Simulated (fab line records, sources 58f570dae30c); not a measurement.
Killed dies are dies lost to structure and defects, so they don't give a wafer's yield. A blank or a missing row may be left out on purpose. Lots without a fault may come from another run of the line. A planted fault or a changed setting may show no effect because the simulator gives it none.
Chamber matching | flow berkeley_cmos170 | UCB170_M1_ETCH_11 on rie_diel-04: 4 sister chambers
The step etches BARC in N2/H2. 4 wafers are shown with their chamber, then 7 later ones without.

WAFERS WITH THEIR CHAMBER
wafer  | chamber | throttle_valve_pct (%)
L710.3 | 0       | 13.43
L709.2 | 1       | 13.50
L714.3 | 3       | 13.26
L714.5 | 2       | 13.03

WAFERS WITHOUT THEIR CHAMBER
wafer  | throttle_valve_pct (%)
L714.6 | 13.50
L720.3 | 13.43
L720.4 | 13.51
L720.6 | 13.03
L723.1 | 13.24
L723.2 | 13.50
L723.6 | 13.23

WHICH CHAMBER EACH WENT THROUGH
wafer  | from the rows above | in truth
L714.6 | 1                   | 1
L720.3 | 0                   | 0
L720.4 | 1                   | 1
L720.6 | 2                   | 2
L723.1 | 3                   | 3
L723.2 | 1                   | 1
L723.6 | 3                   | 3
Placed correctly: 7 of 7. Can't be placed from these rows: 0. Placed wrongly: 0.
How it was worked out, from the rows above alone: a wafer's distance from a chamber is the root of the sum, over the readings, of the square of ((its reading less the chamber's mean) divided by the reading's scatter). The wafer belongs to the nearest chamber; if the next one is less than 2 further off, it can't be placed. A chamber's mean is the mean of its shown wafers. The scatter: with one shown wafer a chamber, the root of the mean of the squares of how far each hidden wafer lies from its nearest shown one.
